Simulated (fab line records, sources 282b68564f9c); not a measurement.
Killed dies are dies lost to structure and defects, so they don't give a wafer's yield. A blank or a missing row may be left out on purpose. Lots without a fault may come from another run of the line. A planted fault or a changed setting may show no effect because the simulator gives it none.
Which tool did it? | flow rit_cmos | 14 lots, 42 wafers sampled, at 1 step of a route of 202

WHAT THE GAUGES READ, wafer by wafer
The record holds no reading of a measuring or inspecting step that can be judged against a usual standard deviation.

WHICH TOOL RAN EACH LOT (tool, then ch and the chambers of the sampled wafers, then the start)
lot  | RIT_FOX2_OXIDATION_00
L449 | furnace-02 ch 0, day 1 19:26
L450 | furnace-01 ch 0, day 1 22:00
L452 | furnace-01 ch 0, day 2 09:14
L453 | furnace-01 ch 0, day 2 13:43
L454 | furnace-01 ch 0, day 2 20:17
L455 | furnace-01 ch 0, day 3 00:19
L460 | furnace-04, day 4 00:04
L461 | furnace-01, day 4 06:20
L465 | furnace-02 ch 0, day 5 03:03
L466 | furnace-02 ch 0, day 5 06:07
L469 | furnace-02 ch 0, day 5 21:20
L470 | furnace-01 ch 0, day 6 03:04
L471 | furnace-01 ch 0, day 6 07:10
L472 | furnace-02 ch 0, day 6 12:10
- RIT_FOX2_OXIDATION_00: target thk 350.7 nm, ox time 1130 s.

WHAT THE TOOLS THEMSELVES READ (means of the sampled wafers that have a number; where no wafer has one, the mark that the record gives instead)
RIT_FOX2_OXIDATION_00. Usual: ox_temp_c 1100.0 C, standard deviation 0.54; ox_temp_c_max 1106.4, standard deviation 2.2; spike_tc_centre_C 1102.9 C, standard deviation 1.1; zone_power_centre_pct 56 %, standard deviation 7.2.
lot  | tool       | ox_temp_c (C) | ox_temp_c_max | spike_tc_centre_C (C) | zone_power_centre_pct (%) | flag
L449 | furnace-02 | 1100.6        | 1108.1        | 1103.1                | 63                        |
L450 | furnace-01 | 1099.9        | 1105.5        | 1103.4                | 53                        |
L452 | furnace-01 | 1100.6        | 1106.5        | 1102.4                | 53                        |
L453 | furnace-01 | 1100.7        | 1105.3        | 1102.3                | 54                        |
L454 | furnace-01 | 1099.8        | 1104.2        | 1102.7                | 53                        |
L455 | furnace-01 | 1099.8        | 1104.0        | 1103.8                | 54                        |
L460 | furnace-04 | -             | -             | -                     | -                         | OFF
L461 | furnace-01 | -             | -             | -                     | -                         | OFF
L465 | furnace-02 | 1100.4        | 1109.5        | 1103.6                | 63                        |
L466 | furnace-02 | 1099.8        | 1108.3        | 1102.9                | 64                        |
L469 | furnace-02 | 1100.8        | 1108.2        | 1101.8                | 64                        |
L470 | furnace-01 | 1100.8        | 1106.5        | 1102.7                | 53                        |
L471 | furnace-01 | 1099.5        | 1104.1        | 1103.1                | 53                        |
L472 | furnace-02 | 1099.6        | 1108.8        | 1103.6                | 64                        |

THE ANSWER, worked out from the rows above alone
Rule: a lot is off if the mean of its wafers that have a number lies more than 3 standard deviations from the usual mean. A lot without any number at a reading at which 4 lots or more have one is off too. The other lots that the step has rows for count as sound. The gauges are gone through in route order, then the tools' own readings, and for those a lot's mean is taken as printed above. The first step at which some lot is off is used, and at that step the reading that is off furthest; a lot without a number counts as furthest.
Off: L460, L461, at RIT_FOX2_OXIDATION_00 (ox_temp_c). Without a number there: L460, L461.
A tool fits if, at that step or a process step before it, it ran every lot that is off, and no sound lot after the first of them. None of those tried fits.

WHAT THE SIMULATOR HAD PUT IN
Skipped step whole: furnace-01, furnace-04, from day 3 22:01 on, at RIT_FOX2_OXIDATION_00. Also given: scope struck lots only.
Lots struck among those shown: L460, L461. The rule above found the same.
